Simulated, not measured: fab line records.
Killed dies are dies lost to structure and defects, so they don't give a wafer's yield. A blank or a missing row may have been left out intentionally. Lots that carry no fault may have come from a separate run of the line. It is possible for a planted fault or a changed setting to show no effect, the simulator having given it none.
A struck lot beside a sound one + flow berkeley cmos170 + 14 steps out of a route of 331
Sound: these wafers, L773.4, L773.5, L773.6. Struck: wafers L785.1, L785.4, L785.6. The cause comes at the end.
Each step with rows lists, per side, the tool, then ch with its chambers, then its first start. Under that, the readings that differ: sound wafers + struck wafers + difference of the means + sigmas: that difference in standard deviations of wafers without a fault.
alike: readings whose means differ by less than 2 such deviations, and words and numbers that are the same on both sides. not compared: withheld readings, readings that some wafer has no value for, bounds like >300 that may hide the same value, and numbers for which the record gives no deviation and whose values overlap.
Wherever a step has rows on one side only, a row that says differs or no value, or a row with sigmas, the two part there. When numbers do not overlap yet have no deviation, they are printed without sigmas and do not part them. A reading missing from all wafers of one side parts the sides only when that side holds two or more wafers.

first, 4 steps without rows for these wafers: UCB170_NVT_SOFTBAKE_02 (time 60 s); UCB170_NVT_EXPOSE_03 (exposes mask PWELL, target cd 3000 nm); UCB170_NVT_PEB_04; UCB170_NVT_DEVELOP_05 (develop time 45 s).
UCB170_NVT_OVL_MEAS_06:
  sound on overlay-02, day 6 18:17; struck on overlay-02, day 8 14:25
  alike: NVT_OVL
following that, these wafers have no rows for 1 step: UCB170_NVT_IMPLANT_07.
UCB170_NVT_STRIP_08: strips in O2.
  sound on plasma asher-02 ch 0,1, day 6 18:29; struck on plasma asher-02 ch 0,1, day 8 14:37
  alike: drypump motor current A, o2 flow sccm, oes product au, strip time to endpoint s
  not compared: rf hours counter h
UCB170_NVT_TW_MEAS_09:
  sound on film metro-04, day 6 18:35; struck on film metro-04, day 8 14:43
  alike: NVT_TW
then, 4 steps without rows for these wafers: UCB170_NVT_CLEAN_10 (cleans in SPM, time 600 s); UCB170_PVT_HMDS_00 (prime time 60 s); UCB170_PVT_COAT_01 (resist thk 900 nm); UCB170_PVT_SOFTBAKE_02 (time 60 s).
UCB170_PVT_EXPOSE_03: exposes mask NWELL, target cd 3000 nm.
  struck on krf scanner-01, day 8 16:06; sound on krf scanner-02 ch 0, day 6 19:51
  no value came back on the struck wafers for exposure dose mJ cm2, focus offset nm (nm), reticle temp C (C); on the sound wafers exposure dose mJ cm2 reads 30.056 30.067 30.013
  alike: mask
following that, these wafers have no rows for 1 step: UCB170_PVT_PEB_04.

## WHERE THEY PART
Within this record, at UCB170_PVT_EXPOSE_03 only.

WHY: the cause the simulator had injected
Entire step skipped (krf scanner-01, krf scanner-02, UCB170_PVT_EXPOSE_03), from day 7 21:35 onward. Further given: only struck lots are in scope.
